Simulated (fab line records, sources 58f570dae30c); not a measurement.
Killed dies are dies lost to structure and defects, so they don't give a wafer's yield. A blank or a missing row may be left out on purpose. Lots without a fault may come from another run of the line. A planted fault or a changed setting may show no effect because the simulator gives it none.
Which tool did it? | flow berkeley_cmos170 | 7 lots, 21 wafers sampled, at 3 steps of a route of 331

WHAT THE GAUGES READ, wafer by wafer
UCB170_M1_RS_MEAS_01: measures by four-point-probe.
lot  | measured     | on            | M1_AL_RS (ohm/sq)
L488 | day 6 18:47  | film_metro-02 | 0.0481 0.0482 0.0483
L490 | day 7 10:22  | film_metro-03 | 0.0479 0.0481 0.0479
L497 | day 9 04:53  | film_metro-01 | 0.0482 0.0481 0.0483
L500 | day 9 21:07  | film_metro-02 | 0.0487 0.0485 0.0483
L507 | day 10 21:57 | film_metro-03 | 0.0491 0.0483 0.0483
L508 | day 11 11:26 | film_metro-03 | 0.0486 0.0485 0.0490
L511 | day 11 15:49 | film_metro-02 | 0.0486 0.0480 0.0480

WHICH TOOL RAN EACH LOT (tool, then ch and the chambers of the sampled wafers, then the start)
lot  | UCB170_CONTACT_ETCH_17             | UCB170_M1_SPUTTER_00
L488 | rie_diel-03 ch 0,1,2, day 6 17:06  | pvd_sputter-04, day 6 18:43
L490 | rie_diel-01 ch 0,1,2, day 7 09:29  | pvd_sputter-01, day 7 10:18
L497 | rie_diel-02 ch 0,2,3, day 9 03:43  | pvd_sputter-02, day 9 04:48
L500 | rie_diel-03 ch 2,3, day 9 20:30    | pvd_sputter-01, day 9 21:04
L507 | rie_diel-01 ch 1,3, day 10 21:06   | pvd_sputter-01, day 10 21:53
L508 | rie_diel-03 ch 0,1,2, day 11 10:48 | pvd_sputter-01, day 11 11:23
L511 | rie_diel-02 ch 0,1,3, day 11 15:02 | pvd_sputter-01, day 11 15:45
- UCB170_CONTACT_ETCH_17: etches BARC in N2/H2.
- UCB170_M1_SPUTTER_00: material Al, target thk 600 nm, time 80 s.

THE ANSWER, worked out from the rows above alone
Rule: what is usual is taken from the lots themselves. Put in order of their means at a reading, lots are off if they are a third of the lots or fewer, leave a main group of 4 or more, and stand apart from it by a gap of 3 or more times the standard deviation of the main group's means; of several such gaps the widest counts. A main group whose means are all the same, to the digits that the tables above print for the reading, isn't used. A lot without any number at a reading at which 4 lots or more have one is off too. The other lots that the step has rows for count as sound.
No lot is off at any reading shown: from this, nothing can be told.

WHAT THE SIMULATOR HAD PUT IN
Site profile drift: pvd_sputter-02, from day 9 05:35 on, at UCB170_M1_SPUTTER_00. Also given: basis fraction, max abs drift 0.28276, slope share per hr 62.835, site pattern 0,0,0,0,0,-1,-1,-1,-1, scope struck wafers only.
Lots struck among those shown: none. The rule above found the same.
